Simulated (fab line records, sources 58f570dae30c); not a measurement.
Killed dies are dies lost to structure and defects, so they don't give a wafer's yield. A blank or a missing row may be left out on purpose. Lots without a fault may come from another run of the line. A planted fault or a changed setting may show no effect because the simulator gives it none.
fab line records | flow berkeley_cmos170
record lots=5 wafers=23
route steps=331 shown PSD@178 NSD@195 BACKSIDE@200 SDANNEAL@204 SILICIDE@211 CONTACT@226 M1@242
start_h: hours from the record's first day to the start of the lot's first wafer shown | wait_h: hours since the lot's step before | " the same as in the row above | L1.1+2: a row that stands for several wafers | - no value, or no start given | * or withheld: withheld | < > ~ a bound
route shown NAME@n: a module of which the file shows steps, and the number in the route of the first | usual: mean/standard deviation of fault-free wafers | same: alike in all rows | chamber/n: place in a boat | sites: the reading at each site | _std_site: their standard deviation | _edge_site: outer sites' mean less inner sites' | radius_mm: how far each site lies from the wafer's centre | mask NAME#n: copy n | behind: the tool/chamber that last shaped the wafer | hold: why the lot was held/for how many hours/how that ended | device: the transistor (n, p or np) that didn't switch | end of line: the same wafers' tests at the end of the route | a step without rows: its recipe alone | killed: dies lost to structure and defects at the first sort, not the wafer's yield | map: a wafer's dies, x killed, . not, _ none there
set.NAME: the setting as run; set.NAME@STEP: as run at that earlier step | model.NAME: the simulator's own value behind a step, which no gauge read
lots whose settings were changed on purpose; a table a step, a row a wafer
## steps
# step UCB170_PSD_EXPOSE_03
# recipe mask_id=PSELECT_MOD na=0.5 sigma_outer=0.6 source_shape=conventional target_cd_nm=1200 dose_mj=30
# columns lot.wafer tool chamber start_h wait_h mask set.dose_mj
L077.1+2+3+4+6 krf_scanner-02 0 156.05 0.2 PSELECT_MOD#0 30
L080.1+2+6 krf_scanner-01 0 161.42 0.4 PSELECT_MOD#0 30
L082.1+3+4 krf_scanner-01 0 175.80 0.5 PSELECT_MOD#0 28.64
L082.5+6 " 0 " " PSELECT_MOD#0 30
L085.1+2 krf_scanner-02 0 189.41 0.2 PSELECT_MOD#0 30
L085.3+4+6 " 0 " " PSELECT_MOD#0 29.12
L084.1+2+4+5+6 krf_scanner-01 0 189.77 0.4 PSELECT_MOD#0 30
# step UCB170_PSD_PEB_04
# recipe peb_temp_c=130 peb_time_s=withheld resist=KrF
# step UCB170_PSD_DEVELOP_05
# recipe developer=TMAH develop_time_s=45 resist=KrF dev_temp_c=21
# step UCB170_PSD_CD_MEAS_06
# recipe target_cd_nm=1200
# usual cd_nm=1200.4/1.4
# columns lot.wafer tool chamber start_h wait_h set.dose_mj@PSD_EXPOSE_03 cd_nm
L077.1 cd_sem-02 - 156.56 - 30 1198.5
L077.2 " - " " 30 1200.6
L077.3 " - " " 30 1199.4
L077.4 " - " " 30 1200.4
L077.6 " - " " 30 1199.1
L080.1 cd_sem-01 - 162.34 - 30 1202.3
L080.2 " - " " 30 1200.0
L080.6 " - " " 30 1200.9
L082.1 cd_sem-01 - 176.20 - 28.64 1192.0
L082.3 " - " " 28.64 1190.0
L082.4 " - " " 28.64 1191.4
L082.5 " - " " 30 1200.2
L082.6 " - " " 30 1198.9
L085.1 cd_sem-01 - 189.91 - 30 1202.8
L085.2 " - " " 30 1200.4
L085.3 " - " " 29.12 1195.6
L085.4 " - " " 29.12 1196.1
L085.6 " - " " 29.12 1194.4
L084.1 cd_sem-01 - 190.20 - 30 1199.8
L084.2 " - " " 30 1198.1
L084.4 " - " " 30 1199.0
L084.5 " - " " 30 1199.3
L084.6 " - " " 30 1198.7
# step UCB170_NSD_IMPLANT_08
# recipe species=P dose_cm2=3e+15 energy_kev=40 tilt_deg=7
# columns lot.wafer tool chamber start_h wait_h set.dose_cm2
L077.1+2+3 implanter-01 0 158.37 0.0 3e+15
L077.4+6 " 0 " " 3.086e+15
L080.1+2+6 implanter-02 0 165.36 0.0 3e+15
L082.1+3+4+5+6 implanter-02 0 179.31 0.0 3e+15
L085.1+3 implanter-02 0 191.86 0.0 3e+15
L085.2+4+6 " 0 " " 2.882e+15
L084.1+4+5 implanter-02 0 192.24 0.0 3e+15
L084.2+6 " 0 " " 3.143e+15
# step UCB170_NSD_STRIP_09
# recipe chemistry=O2 power_w=400 pressure_mtorr=3500 platen_temp_c=withheld o2_flow_sccm=400 overash_fraction=0.5
# usual strip_time_to_endpoint_s=35.89/0.062
# columns lot.wafer tool chamber start_h wait_h set.dose_cm2@NSD_IMPLANT_08 strip_time_to_endpoint_s
L077.1 plasma_asher-01 0 158.52 0.1 3e+15 35.89
L077.2 " 1 " " 3e+15 35.89
L077.3 " 1 " " 3e+15 35.87
L077.4 " 0 " " 3.086e+15 36.24
L077.6 " 1 " " 3.086e+15 36.26
L080.1 plasma_asher-02 1 165.51 0.1 3e+15 35.90
L080.2 " 0 " " 3e+15 35.92
L080.6 " 1 " " 3e+15 35.92
L082.1 plasma_asher-01 0 179.46 0.1 3e+15 35.99
L082.3 " 1 " " 3e+15 35.89
L082.4 " 0 " " 3e+15 35.93
L082.5 " 1 " " 3e+15 35.93
L082.6 " 0 " " 3e+15 35.92
L085.1 plasma_asher-01 0 192.01 0.1 3e+15 35.89
L085.2 " 1 " " 2.882e+15 35.44
L085.3 " 1 " " 3e+15 35.89
L085.4 " 0 " " 2.882e+15 35.51
L085.6 " 1 " " 2.882e+15 35.49
L084.1 plasma_asher-01 1 192.39 0.1 3e+15 35.86
L084.2 " 0 " " 3.143e+15 36.20
L084.4 " 0 " " 3e+15 35.78
L084.5 " 1 " " 3e+15 35.77
L084.6 " 0 " " 3.143e+15 36.23
# step UCB170_BACKSIDE_COAT_01
# recipe resist=KrF spin_rpm=1500 resist_thk_nm=900
# columns lot.wafer tool chamber start_h wait_h set.resist_thk_nm model.KrF_of_BACKSIDE_COAT_01.thk_nm
L077.1 litho_track-02 0 159.00 0.1 900 905.8
L077.2 " 0 " " 900 902.4
L077.3 " 0 " " 939.5 942.4
L077.4 " 0 " " 939.5 941
L077.6 " 0 " " 900 902.7
L080.1 litho_track-03 0 166.64 0.1 900 901.4
L080.2 " 0 " " 900 903.2
L080.6 " 0 " " 900 905
L082.1 litho_track-03 0 180.60 0.1 900 901
L082.3 " 0 " " 900 901.5
L082.4+6 " 0 " " 847.8 848.3
L082.5 " 0 " " 847.8 848.1
L085.1 litho_track-04 0 192.50 0.1 900 901.2
L085.2 " 0 " " 900 900.7
L085.3 " 0 " " 900 898.4
L085.4 " 0 " " 900 900.1
L085.6 " 0 " " 900 900.9
L084.1+2 litho_track-04 0 192.96 0.1 862.5 864.7
L084.4 " 0 " " 900 902.8
L084.5 " 0 " " 900 904.3
L084.6 " 0 " " 900 906.3
# step UCB170_BACKSIDE_SOFTBAKE_02
# recipe resist=KrF temp_c=130 time_s=60
# step UCB170_BACKSIDE_STRIP_03
# recipe chemistry=O2 power_w=400 pressure_mtorr=3500 platen_temp_c=withheld o2_flow_sccm=400 overash_fraction=0.5
# usual strip_time_to_endpoint_s=22.01/0.058
# columns lot.wafer tool chamber start_h wait_h set.resist_thk_nm@BACKSIDE_COAT_01 strip_time_to_endpoint_s
L077.1 plasma_asher-01 0 159.30 0.1 900 22.10
L077.2 " 1 " " 900 22.01
L077.3 " 0 " " 939.5 22.98
L077.4 " 1 " " 939.5 22.96
L077.6 " 1 " " 900 22.05
L080.1 plasma_asher-01 1 166.94 0.1 900 22.00
L080.2 " 0 " " 900 22.05
L080.6 " 0 " " 900 22.08
L082.1 plasma_asher-02 0 180.90 0.1 900 22.00
L082.3 " 0 " " 900 21.98
L082.4 " 1 " " 847.8 20.73
L082.5 " 0 " " 847.8 20.74
L082.6 " 1 " " 847.8 20.74
L085.1 plasma_asher-02 0 192.80 0.1 900 22.00
L085.2 " 1 " " 900 21.97
L085.3 " 0 " " 900 21.92
L085.4 " 1 " " 900 21.96
L085.6 " 1 " " 900 22.00
L084.1 plasma_asher-03 1 193.26 0.1 862.5 21.11
L084.2 " 0 " " 862.5 21.13
L084.4 " 0 " " 900 22.01
L084.5 " 1 " " 900 22.07
L084.6 " 0 " " 900 22.13
# step UCB170_BACKSIDE_CLEAN_04
# recipe chemistry=SPM temp_c=120 time_s=600
# step UCB170_SDANNEAL_RTA_00
# recipe temp_c=900 time_s=10 ambient=N2
# step UCB170_SDANNEAL_RTA_01
# recipe temp_c=1050 time_s=5 ambient=N2
# step UCB170_SDANNEAL_RS_MEAS_03
# recipe thk_meas_gauge=four-point-probe
# usual NSD_RS=37.26/0.11
# columns lot.wafer tool chamber start_h wait_h set.dose_cm2@NSD_IMPLANT_08 NSD_RS[ohm/sq]
L077.1 film_metro-02 - 161.35 0.1 3e+15 37.23
L077.2 " - " " 3e+15 37.14
L077.3 " - " " 3e+15 37.28
L077.4 " - " " 3.086e+15 36.77
L077.6 " - " " 3.086e+15 36.69
L080.1 film_metro-04 - 167.46 0.1 3e+15 37.13
L080.2 " - " " 3e+15 37.15
L080.6 " - " " 3e+15 37.17
L082.1 film_metro-02 - 181.43 0.1 3e+15 37.11
L082.3 " - " " 3e+15 37.23
L082.4 " - " " 3e+15 37.20
L082.5 " - " " 3e+15 37.25
L082.6 " - " " 3e+15 37.16
L085.1 film_metro-02 - 193.32 0.1 3e+15 37.31
L085.2 " - " " 2.882e+15 38.03
L085.3 " - " " 3e+15 37.27
L085.4 " - " " 2.882e+15 38.00
L085.6 " - " " 2.882e+15 38.01
L084.1 film_metro-02 - 193.80 0.1 3e+15 37.28
L084.2 " - " " 3.143e+15 36.56
L084.4 " - " " 3e+15 37.23
L084.5 " - " " 3e+15 37.24
L084.6 " - " " 3.143e+15 36.66
# step UCB170_SILICIDE_SPUTTER_01
# recipe material=Ti target_thk_nm=30 time_s=25 power_w=1500 chamber_pressure_pa=0.5
# columns lot.wafer tool chamber start_h wait_h set.power_w model.Ti_of_SILICIDE_SPUTTER_01.thk_nm
L077.1 pvd_sputter-04 - 161.78 0.0 1500 30.96
L077.2 " - " " 1500 29.83
L077.3 " - " " 1500 30.29
L077.4 " - " " 1500 30.64
L077.6 " - " " 1500 30.47
L080.1 pvd_sputter-01 - 167.89 0.0 1500 28.99
L080.2 " - " " 1500 29.6
L080.6 " - " " 1500 29.85
L082.1 pvd_sputter-02 - 181.86 0.0 1500 30.72
L082.3 " - " " 1500 30.3
L082.4 " - " " 1500 30.32
L082.5 " - " " 1500 30.09
L082.6 " - " " 1500 30.84
L085.1 pvd_sputter-04 - 193.75 0.0 1561 31.08
L085.2 " - " " 1500 30.57
L085.3 " - " " 1561 32.3
L085.4 " - " " 1561 31.43
L085.6 " - " " 1500 30.9
L084.1 pvd_sputter-04 - 194.23 0.0 1500 30.59
L084.2 " - " " 1358 27.5
L084.4 " - " " 1500 29.36
L084.5 " - " " 1358 27.13
L084.6 " - " " 1500 30.53
# step UCB170_SILICIDE_RS_MEAS_02
# recipe thk_meas_gauge=four-point-probe reads=Ti_of_SILICIDE_SPUTTER_01
# usual SILICIDE_TI_RS=26.0/0.51
# columns lot.wafer tool chamber start_h wait_h set.power_w@SILICIDE_SPUTTER_01 SILICIDE_TI_RS[ohm/sq]
L077.1 film_metro-01 - 161.81 0.0 1500 25.2
L077.2 " - " " 1500 26.3
L077.3 " - " " 1500 25.8
L077.4 " - " " 1500 25.4
L077.6 " - " " 1500 25.6
L080.1 film_metro-02 - 167.92 0.0 1500 27.2
L080.2 " - " " 1500 26.5
L080.6 " - " " 1500 26.3
L082.1 film_metro-04 - 181.89 0.0 1500 25.3
L082.3 " - " " 1500 25.8
L082.4 " - " " 1500 25.8
L082.5 " - " " 1500 26.0
L082.6 " - " " 1500 25.3
L085.1 film_metro-01 - 193.78 0.0 1561 25.0
L085.2 " - " " 1500 25.6
L085.3 " - " " 1561 23.9
L085.4 " - " " 1561 24.7
L085.6 " - " " 1500 25.2
L084.1 film_metro-02 - 194.26 0.0 1500 25.5
L084.2 " - " " 1358 29.0
L084.4 " - " " 1500 26.8
L084.5 " - " " 1358 29.4
L084.6 " - " " 1500 25.6
# step UCB170_SILICIDE_THK_MEAS_03
# recipe thk_meas_gauge=xrf reads=Ti_of_SILICIDE_SPUTTER_01
# usual SILICIDE_TI_THK=29.6/0.48
# columns lot.wafer tool chamber start_h wait_h set.power_w@SILICIDE_SPUTTER_01 SILICIDE_TI_THK[nm]
L077.1 film_metro-01 - 161.93 0.1 1500 30.5
L077.2 " - " " 1500 29.4
L077.3 " - " " 1500 29.8
L077.4 " - " " 1500 30.1
L077.6 " - " " 1500 30.0
L080.1 film_metro-02 - 168.04 0.1 1500 28.4
L080.2 " - " " 1500 29.1
L080.6 " - " " 1500 29.1
L082.1 film_metro-04 - 182.01 0.1 1500 30.0
L082.3 " - " " 1500 29.5
L082.4 " - " " 1500 29.8
L082.5 " - " " 1500 29.4
L082.6 " - " " 1500 30.1
L085.1 film_metro-01 - 193.90 0.1 1561 30.7
L085.2 " - " " 1500 30.1
L085.3 " - " " 1561 31.8
L085.4 " - " " 1561 31.1
L085.6 " - " " 1500 30.5
L084.1 film_metro-02 - 194.38 0.1 1500 30.1
L084.2 " - " " 1358 26.9
L084.4 " - " " 1500 28.9
L084.5 " - " " 1358 26.7
L084.6 " - " " 1500 29.9
# step UCB170_CONTACT_COAT_10
# recipe resist=KrF spin_rpm=1500 resist_thk_nm=900
# columns lot.wafer tool chamber start_h wait_h set.resist_thk_nm model.KrF_of_CONTACT_COAT_10.thk_nm
L077.1 litho_track-01 0 - - 900 899.7
L077.2 " 0 " " 900 901.2
L077.3 " 0 " " 900 897.8
L077.4 " 0 " " 900 902.9
L077.6 " 0 " " 900 900
L080.1+6 litho_track-01 0 - - 900 901.1
L080.2 " 0 " " 900 900.7
L082.1 litho_track-03 0 - - 884.7 889.1
L082.3 " 0 " " 900 906.5
L082.4 " 0 " " 900 903.3
L082.5 " 0 " " 884.7 886.1
L082.6 " 0 " " 900 903.4
L085.1 litho_track-03 0 - - 900 903.1
L085.2 " 0 " " 900 901.7
L085.3 " 0 " " 900 903
L085.4 " 0 " " 952.6 955.5
L085.6 " 0 " " 952.6 954.5
L084.1 litho_track-03 0 - - 900 897.6
L084.2 " 0 " " 915.7 917.9
L084.4 " 0 " " 915.7 913.5
L084.5 " 0 " " 900 901.3
L084.6 " 0 " " 900 900
# step UCB170_CONTACT_ETCH_18
# recipe chemistry=CHF3/CF4/Ar target=PSG stop_on=TiSi2 CHF3_flow_sccm=45 cf4_flow_sccm=15 Ar_flow_sccm=150 pressure_mtorr=200 rf_w=700 target_depth_a=8400 over_etch_frac=0.2 time_s=195
# columns lot.wafer tool chamber start_h wait_h set.over_etch_frac set.resist_thk_nm@CONTACT_COAT_10 model.KrF_of_CONTACT_COAT_10.thk_nm
L077.1 rie_diel-01 1 - - 0.2 900 685.8
L077.2 " 2 " " 0.1828 900 692.4
L077.3 " 3 " " 0.2 900 681.3
L077.4 " 0 " " 0.2 900 684.4
L077.6 " 1 " " 0.1828 900 692.3
L080.1 rie_diel-03 1 - - 0.2 900 696.6
L080.2 " 3 " " 0.2 900 693
L080.6 " 1 " " 0.2 900 697.3
L082.1 rie_diel-01 3 - - 0.1803 884.7 678.8
L082.3 " 2 " " 0.2 900 695.5
L082.4 " 0 " " 0.1803 900 691.3
L082.5 " 1 " " 0.2 884.7 675.6
L082.6 " 2 " " 0.2 900 693.5
L085.1 rie_diel-02 2 - - 0.2 900 695
L085.2 " 3 " " 0.2 900 696.5
L085.3 " 0 " " 0.2263 900 689.6
L085.4 " 1 " " 0.2263 952.6 744.6
L085.6 " 0 " " 0.2263 952.6 741.1
L084.1 rie_diel-02 0 - - 0.2448 900 679.4
L084.2 " 3 " " 0.2 915.7 710.8
L084.4 " 2 " " 0.2 915.7 704.9
L084.5 " 1 " " 0.2 900 695.5
L084.6 " 2 " " 0.2448 900 685.6
# step UCB170_M1_COAT_04
# recipe resist=KrF spin_rpm=1500 resist_thk_nm=900
# columns lot.wafer tool chamber start_h wait_h set.resist_thk_nm model.KrF_of_M1_COAT_04.thk_nm
L077.1 litho_track-04 0 - - 900 901.6
L077.2 " 0 " " 900 897.1
L077.3 " 0 " " 900 898.8
L077.4 " 0 " " 900 897.4
L077.6 " 0 " " 900 905.9
L080.1 litho_track-04 0 - - 900 899.8
L080.2 " 0 " " 900 903.9
L080.6 " 0 " " 900 902.3
L082.1 litho_track-01 0 - - 930.7 931.6
L082.3 " 0 " " 900 901.2
L082.4 " 0 " " 930.7 929.8
L082.5 " 0 " " 930.7 931.1
L082.6 " 0 " " 900 902.4
L085.1 litho_track-04 0 - - 878.9 876.4
L085.2 " 0 " " 900 899.7
L085.3 " 0 " " 900 898.5
L085.4 " 0 " " 900 897.4
L085.6 " 0 " " 878.9 880.9
L084.1 litho_track-01 0 - - 900 903.6
L084.2 " 0 " " 900 904
L084.4 " 0 " " 900 905.1
L084.5 " 0 " " 900 901.7
L084.6 " 0 " " 900 902.8
# step UCB170_M1_SOFTBAKE_05
# recipe resist=KrF temp_c=130 time_s=60
# step UCB170_M1_EXPOSE_06
# recipe mask_id=METAL1 target_cd_nm=700 na=0.5 sigma_outer=0.6 source_shape=conventional dose_mj=21
# step UCB170_M1_ETCH_11
# recipe chemistry=N2/H2 target_depth_a=withheld overetch_a=withheld target=BARC time_s=withheld source_w=500 bias_w=100 pressure_mtorr=30 n2_flow_sccm=100 h2_flow_sccm=200
# step UCB170_M1_METAL_ETCH_12
# recipe chemistry=Cl2/BCl3 target=Al stop_on=PSG pressure_mtorr=12 target_depth_a=7800 over_etch_frac=0.3 time_s=130 icp_w=600 bias_w=120 Cl2_flow_sccm=90 bcl3_flow_sccm=45
# columns lot.wafer tool chamber start_h wait_h set.resist_thk_nm@M1_COAT_04 model.KrF_of_M1_COAT_04.thk_nm
L077.1 rie_metal-03 1 169.56 - 900 444.8
L077.2 " 0 " " 900 451
L077.3 " 1 " " 900 444.9
L077.4 " 0 " " 900 453.2
L077.6 " 1 " " 900 451.4
L080.1 rie_metal-03 1 178.83 - 900 447.1
L080.2 " 0 " " 900 459.8
L080.6 " 1 " " 900 447.8
L082.1 rie_metal-03 1 190.48 - 930.7 477.3
L082.3 " 1 " " 900 449.9
L082.4 " 0 " " 930.7 484.3
L082.5 " 0 " " 930.7 486.1
L082.6 " 1 " " 900 447.6
L085.1 rie_metal-01 1 200.82 - 878.9 419.3
L085.2 " 0 " " 900 441
L085.3 " 1 " " 900 438.9
L085.4 " 0 " " 900 440
L085.6 " 0 " " 878.9 422.5
L084.1 rie_metal-02 0 204.01 - 900 437.4
L084.2 " 1 " " 900 438.9
L084.4 " 1 " " 900 439
L084.5 " 0 " " 900 428.7
L084.6 " 1 " " 900 441.7
## key
split step=UCB170_PSD_EXPOSE_03 setting=dose_mj stated=30 by=wafer
response step=UCB170_PSD_CD_MEAS_06 reading=cd_nm change=+1.94 per=1% r=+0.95
split step=UCB170_NSD_IMPLANT_08 setting=dose_cm2 stated=3e+15 by=wafer
response step=UCB170_NSD_STRIP_09 reading=strip_time_to_endpoint_s change=* per=1% r=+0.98
response step=UCB170_SDANNEAL_RS_MEAS_03 reading=NSD_RS change=-0.158 per=1% r=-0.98
split step=UCB170_BACKSIDE_COAT_01 setting=resist_thk_nm stated=900 by=wafer
response step=UCB170_BACKSIDE_COAT_01 reading=model.KrF_of_BACKSIDE_COAT_01.thk_nm change=+9.11 per=1% r=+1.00
response step=UCB170_BACKSIDE_STRIP_03 reading=strip_time_to_endpoint_s change=* per=1% r=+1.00
split step=UCB170_SILICIDE_SPUTTER_01 setting=power_w stated=1500 by=wafer
response step=UCB170_SILICIDE_SPUTTER_01 reading=model.Ti_of_SILICIDE_SPUTTER_01.thk_nm change=+0.287 per=1% r=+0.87
response step=UCB170_SILICIDE_RS_MEAS_02 reading=SILICIDE_TI_RS change=-0.315 per=1% r=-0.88
response step=UCB170_SILICIDE_THK_MEAS_03 reading=SILICIDE_TI_THK change=+0.286 per=1% r=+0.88
split step=UCB170_CONTACT_COAT_10 setting=resist_thk_nm stated=900 by=wafer
response step=UCB170_CONTACT_COAT_10 reading=model.KrF_of_CONTACT_COAT_10.thk_nm change=+9.05 per=1% r=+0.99
response step=UCB170_CONTACT_ETCH_18 reading=model.KrF_of_CONTACT_COAT_10.thk_nm change=+8.77 per=1% r=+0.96
split step=UCB170_CONTACT_ETCH_18 setting=over_etch_frac stated=0.2 by=wafer
response none clear
split step=UCB170_M1_COAT_04 setting=resist_thk_nm stated=900 by=wafer
response step=UCB170_M1_COAT_04 reading=model.KrF_of_M1_COAT_04.thk_nm change=+8.51 per=1% r=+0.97
response step=UCB170_M1_METAL_ETCH_12 reading=model.KrF_of_M1_COAT_04.thk_nm change=+9.32 per=1% r=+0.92
